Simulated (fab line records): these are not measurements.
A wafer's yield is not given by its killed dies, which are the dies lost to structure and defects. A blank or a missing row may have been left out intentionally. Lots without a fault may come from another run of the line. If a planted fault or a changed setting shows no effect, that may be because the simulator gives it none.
Matching of chambers :: flow berkeley_cmos170 :: UCB170_SPACER_CVD_00 on pecvd-01: 3 sister chambers
The step deposits SiO2 from TEOS/O2, target thk 376 nm, time 47 s. 6 wafers are shown with their chamber, then 8 later ones without.

== WAFERS, EACH WITH ITS CHAMBER ==
wafer: L218.4
chamber: 1
heater_power_w (W): 275
pressure_mtorr (mTorr): 9004

wafer: L219.1
chamber: 0
heater_power_w (W): 359
pressure_mtorr (mTorr): 8971

wafer: L222.4
chamber: 2
heater_power_w (W): 247
pressure_mtorr (mTorr): 9028

wafer: L222.5
chamber: 0
heater_power_w (W): 376
pressure_mtorr (mTorr): 8995

wafer: L222.6
chamber: 1
heater_power_w (W): 252
pressure_mtorr (mTorr): 9008

wafer: L224.2
chamber: 2
heater_power_w (W): 221
pressure_mtorr (mTorr): 9020

== WAFERS WITH NO CHAMBER GIVEN ==
wafer: L224.3
heater_power_w (W): 256
pressure_mtorr (mTorr): 8993

wafer: L224.6
heater_power_w (W): 240
pressure_mtorr (mTorr): 8999

wafer: L226.1
heater_power_w (W): 349
pressure_mtorr (mTorr): 9008

wafer: L226.3
heater_power_w (W): 294
pressure_mtorr (mTorr): 9018

wafer: L226.6
heater_power_w (W): 305
pressure_mtorr (mTorr): 8995

wafer: L229.2
heater_power_w (W): 288
pressure_mtorr (mTorr): 9023

wafer: L229.4
heater_power_w (W): 345
pressure_mtorr (mTorr): 8970

wafer: L229.5
heater_power_w (W): 314
pressure_mtorr (mTorr): 9006

== EACH ONE'S CHAMBER ==
wafer: L224.3
from the rows above: can't be placed: 1 or 2
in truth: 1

wafer: L224.6
from the rows above: can't be placed: 1 or 2
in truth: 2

wafer: L226.1
from the rows above: 0
in truth: 0

wafer: L226.3
from the rows above: can't be placed: 1 or 2
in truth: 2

wafer: L226.6
from the rows above: can't be placed: 1 or 0
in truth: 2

wafer: L229.2
from the rows above: can't be placed: 1 or 2
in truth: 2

wafer: L229.4
from the rows above: 0
in truth: 0

wafer: L229.5
from the rows above: can't be placed: 1 or 0
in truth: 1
2 of 8 placed correctly. Can't be placed from these rows: 6 (the true chamber is among the candidates in 5). 0 placed wrongly.
How it was worked out, from the rows above alone: a wafer's distance from a chamber is the root of the sum, over the readings, of the square of ((its reading less the chamber's mean) divided by the reading's scatter). If the next closest chamber is less than 2 further off than the closest, the wafer can't be placed; otherwise it belongs to the closest. A chamber's mean is the mean of its shown wafers. How the scatter is found: for the shown wafers, subtract from each reading the mean of its chamber, square and add these, divide the total by (wafers less chambers), then take the root.
